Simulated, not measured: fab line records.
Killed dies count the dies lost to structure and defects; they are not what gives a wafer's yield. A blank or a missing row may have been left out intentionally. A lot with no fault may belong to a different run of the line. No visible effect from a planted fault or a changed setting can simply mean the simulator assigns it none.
Which tool did it? || flow berkeley_cmos170 || 41 wafers from 14 lots sampled at 3 of the route's 331 steps

== WHAT EACH GAUGE READ, for each wafer ==
UCB170_V2_THK_MEAS_01.
{"lot": "L934", "measured": "day 9 03:50", "on": "film_metro-01", "V2_TEOS_THK (nm)": "1989 2022 2025"}
{"lot": "L936", "measured": "day 9 13:14", "on": "film_metro-01", "V2_TEOS_THK (nm)": "1997 1992 2037"}
{"lot": "L937", "measured": "day 9 15:13", "on": "film_metro-01", "V2_TEOS_THK (nm)": "1991 2004 2027"}
{"lot": "L939", "measured": "day 9 15:41", "on": "film_metro-02", "V2_TEOS_THK (nm)": "1989 1974 1981"}
{"lot": "L938", "measured": "day 9 16:43", "on": "film_metro-04", "V2_TEOS_THK (nm)": "1990 2037 2029"}
{"lot": "L935", "measured": "day 9 19:04", "on": "film_metro-04", "V2_TEOS_THK (nm)": "1997 2019 2054"}
{"lot": "L941", "measured": "day 10 05:04", "on": "film_metro-02", "V2_TEOS_THK (nm)": "1981 2036 2024"}
{"lot": "L942", "measured": "day 10 05:40", "on": "film_metro-04", "V2_TEOS_THK (nm)": "1989 1975 2000"}
{"lot": "L943", "measured": "day 10 22:38", "on": "film_metro-04", "V2_TEOS_THK (nm)": "1986 1964 2005"}
{"lot": "L946", "measured": "day 11 15:12", "on": "film_metro-01", "V2_TEOS_THK (nm)": "1970 2020 2006"}
{"lot": "L948", "measured": "day 11 17:16", "on": "film_metro-01", "V2_TEOS_THK (nm)": "1949 1991"}
{"lot": "L950", "measured": "day 12 01:44", "on": "film_metro-04", "V2_TEOS_THK (nm)": "1985 2038 2006"}
{"lot": "L956", "measured": "day 13 12:55", "on": "film_metro-01", "V2_TEOS_THK (nm)": "1975 1980 2011"}
{"lot": "L957", "measured": "day 13 19:59", "on": "film_metro-01", "V2_TEOS_THK (nm)": "1983 1991 2014"}

UCB170_V2_CD_MEAS_90: the cd target is 700 nm.
{"lot": "L934", "measured": "day 9 07:07", "on": "cd_sem-02", "cd_nm (nm)": "699.2 698.5 699.8"}
{"lot": "L936", "measured": "day 9 15:43", "on": "cd_sem-02", "cd_nm (nm)": "697.7 697.9 699.7"}
{"lot": "L937", "measured": "day 9 17:51", "on": "cd_sem-02", "cd_nm (nm)": "702.3 700.9 701.5"}
{"lot": "L939", "measured": "day 9 18:55", "on": "cd_sem-02", "cd_nm (nm)": "700.0 699.9 700.2"}
{"lot": "L938", "measured": "day 9 19:51", "on": "cd_sem-02", "cd_nm (nm)": "702.3 701.8 701.7"}
{"lot": "L935", "measured": "day 9 21:28", "on": "cd_sem-02", "cd_nm (nm)": "700.3 700.5 700.9"}
{"lot": "L941", "measured": "day 10 07:11", "on": "cd_sem-02", "cd_nm (nm)": "702.0 702.0 701.1"}
{"lot": "L942", "measured": "day 10 07:47", "on": "cd_sem-02", "cd_nm (nm)": "702.0 702.4 702.0"}
{"lot": "L943", "measured": "day 11 02:46", "on": "cd_sem-02", "cd_nm (nm)": "699.8 702.4 700.3"}
{"lot": "L946", "measured": "day 11 17:59", "on": "cd_sem-02", "cd_nm (nm)": "702.4 703.3 701.3"}
{"lot": "L948", "measured": "day 11 20:19", "on": "cd_sem-01", "cd_nm (nm)": "697.3 698.4"}
{"lot": "L950", "measured": "day 12 04:55", "on": "cd_sem-01", "cd_nm (nm)": "702.4 702.2 700.7"}
{"lot": "L956", "measured": "day 13 15:43", "on": "cd_sem-01", "cd_nm (nm)": "700.0 698.9 699.5"}
{"lot": "L957", "measured": "day 13 22:16", "on": "cd_sem-01", "cd_nm (nm)": "700.5 700.2 699.5"}

== WHAT TOOL EACH LOT RAN ON (gives the tool, then ch and the chambers of the sampled wafers, and finally the start) ==
{"lot": "L934", "UCB170_M2_PRE_CLEAN_00": "pvd_sputter-02, day 9 00:15"}
{"lot": "L936", "UCB170_M2_PRE_CLEAN_00": "pvd_sputter-02, day 9 10:34"}
{"lot": "L937", "UCB170_M2_PRE_CLEAN_00": "pvd_sputter-01, day 9 10:49"}
{"lot": "L939", "UCB170_M2_PRE_CLEAN_00": "pvd_sputter-03, day 9 12:23"}
{"lot": "L938", "UCB170_M2_PRE_CLEAN_00": "pvd_sputter-02, day 9 13:23"}
{"lot": "L935", "UCB170_M2_PRE_CLEAN_00": "pvd_sputter-01, day 9 15:43"}
{"lot": "L941", "UCB170_M2_PRE_CLEAN_00": "pvd_sputter-03, day 10 02:23"}
{"lot": "L942", "UCB170_M2_PRE_CLEAN_00": "pvd_sputter-01, day 10 02:40"}
{"lot": "L943", "UCB170_M2_PRE_CLEAN_00": "pvd_sputter-03, day 10 18:43"}
{"lot": "L946", "UCB170_M2_PRE_CLEAN_00": "pvd_sputter-03, day 11 12:13"}
{"lot": "L948", "UCB170_M2_PRE_CLEAN_00": "pvd_sputter-01, day 11 13:34"}
{"lot": "L950", "UCB170_M2_PRE_CLEAN_00": "pvd_sputter-01, day 11 17:17"}
{"lot": "L956", "UCB170_M2_PRE_CLEAN_00": "pvd_sputter-02, day 13 10:02"}
{"lot": "L957", "UCB170_M2_PRE_CLEAN_00": "pvd_sputter-03, day 13 14:55"}
- UCB170_M2_PRE_CLEAN_00: preclean etch time 60 s.

== AS READ BY THE TOOLS THEMSELVES (means over the sampled wafers that have a number; for cases with no such wafer, the mark the record gives instead) ==
The record holds no such reading with a usual standard deviation.

== THE ANSWER, worked out from the rows above alone ==
Rule: the lots themselves supply what counts as usual. The widest of any qualifying gaps counts: lots, ordered by their means at a reading, are off when they make up no more than a third of the lots, leave a main group of 4 or more, and stand apart from it by 3 or more times the standard deviation of that group's means. If all means in a main group match to the digits the tables above print for the reading, that group is not used. Also off: a lot with no number at a reading for which 4 or more lots have one. Any other lot the step has rows for is counted as sound. After the gauges, taken in route order, come the tools' own readings; for these a lot's mean is taken, as printed above. At the first step where some lot is off, the reading lying furthest off is the one used; lots without a number count as furthest.
No lot is off on any of the readings shown, so nothing can be concluded from this.

== WHAT WAS PUT IN BY THE SIMULATOR ==
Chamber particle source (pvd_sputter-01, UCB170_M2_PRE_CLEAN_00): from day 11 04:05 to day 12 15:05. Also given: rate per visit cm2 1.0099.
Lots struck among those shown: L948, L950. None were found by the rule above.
